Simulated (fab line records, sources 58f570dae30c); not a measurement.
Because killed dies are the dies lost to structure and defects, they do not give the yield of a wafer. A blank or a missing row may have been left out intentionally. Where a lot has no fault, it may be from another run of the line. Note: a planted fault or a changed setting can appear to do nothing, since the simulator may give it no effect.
Which tool is to blame? ; flow berkeley cmos170 ; 42 wafers from 14 lots sampled at 2 of the route's 331 steps

== WHAT THE GAUGES SHOWED, per wafer ==
UCB170_M1_THK_MEAS_02: measures by xrf. Usual: M1_AL_THK typically reads 582 nm, with standard deviation 6.2.
lot;measured;on;M1_AL_THK (nm);flag
L744;day 7 22:20;film metro-01;579 575 575;
L745;day 8 20:59;film metro-01;574 577 576;
L746;day 8 21:44;film metro-01;583 572 574;
L748;day 8 22:04;film metro-01;571 574 572;
L747;day 8 22:57;film metro-01;577 577 573;
L753;day 10 13:22;film metro-04;589 596 600;
L755;day 10 13:33;film metro-01;588 584 587;
L759;day 11 12:55;film metro-01;583 583 592;
L758;day 12 04:10;film metro-01;588 582 578;
L762;day 12 05:11;film metro-03;582 583 587;
L761;day 12 11:38;film metro-04;570 581 577;
L764;day 13 10:01;film metro-03;579 584 585;
L765;day 13 12:01;film metro-01;592 586 589;
L763;day 13 14:06;film metro-04;575 586 575;

== WHAT TOOL EACH LOT RAN ON (gives the tool, then ch and the chambers of the sampled wafers, and finally the start) ==
lot;UCB170_PSD_DEVELOP_05
L744;litho track-01 ch 0, day 7 10:00
L745;litho track-01, day 8 09:00
L746;litho track-03, day 8 09:00
L748;litho track-03 ch 0, day 8 10:00
L747;litho track-01 ch 0, day 8 10:00
L753;litho track-02 ch 0, day 10 02:00
L755;litho track-01 ch 0, day 10 02:00
L759;litho track-03 ch 0, day 11 02:00
L758;litho track-01 ch 0, day 11 15:00
L762;litho track-03 ch 0, day 11 16:00
L761;litho track-01 ch 0, day 11 16:00
L764;litho track-03 ch 0, day 12 19:00
L765;litho track-03 ch 0, day 12 19:00
L763;litho track-01 ch 0, day 12 19:00
- UCB170_PSD_DEVELOP_05: develop time 45 s.

== WHAT THE TOOLS THEMSELVES READ (means of the sampled wafers that have a number; where no wafer has one, the mark that the record gives instead) ==
UCB170_PSD_DEVELOP_05. Usual: 23.00 C for chill plate temp C, sd 0.1.
lot;tool;chill plate temp C (C);flag
L744;litho track-01;22.97;
L745;litho track-01;-;OFF
L746;litho track-03;-;OFF
L748;litho track-03;23.09;
L747;litho track-01;23.14;
L753;litho track-02;23.06;
L755;litho track-01;23.00;
L759;litho track-03;23.00;
L758;litho track-01;22.97;
L762;litho track-03;23.10;
L761;litho track-01;23.02;
L764;litho track-03;23.02;
L765;litho track-03;23.08;
L763;litho track-01;23.09;

== THE ANSWER, worked out from the rows above alone ==
Rule: take the mean of a lot's wafers that have a number; if it is more than 3 standard deviations from the usual mean, the lot is off. Also off: a lot with no number at a reading for which 4 or more lots have one. Where the step has rows for the other lots, those lots are counted as sound. The gauges are gone through in route order, then the tools' own readings, and for those a lot's mean is taken as printed above. At the first step where some lot is off, the reading lying furthest off is the one used; lots without a number count as furthest.
Off: L745, L746 (UCB170_PSD_DEVELOP_05, chill plate temp C). Without a number there: L745, L746.
A tool fits if, at that step or a process step before it, it ran every lot that is off, and no sound lot after the first of them. Not one of the candidates tried fits.

== WHAT THE SIMULATOR HAD INSERTED ==
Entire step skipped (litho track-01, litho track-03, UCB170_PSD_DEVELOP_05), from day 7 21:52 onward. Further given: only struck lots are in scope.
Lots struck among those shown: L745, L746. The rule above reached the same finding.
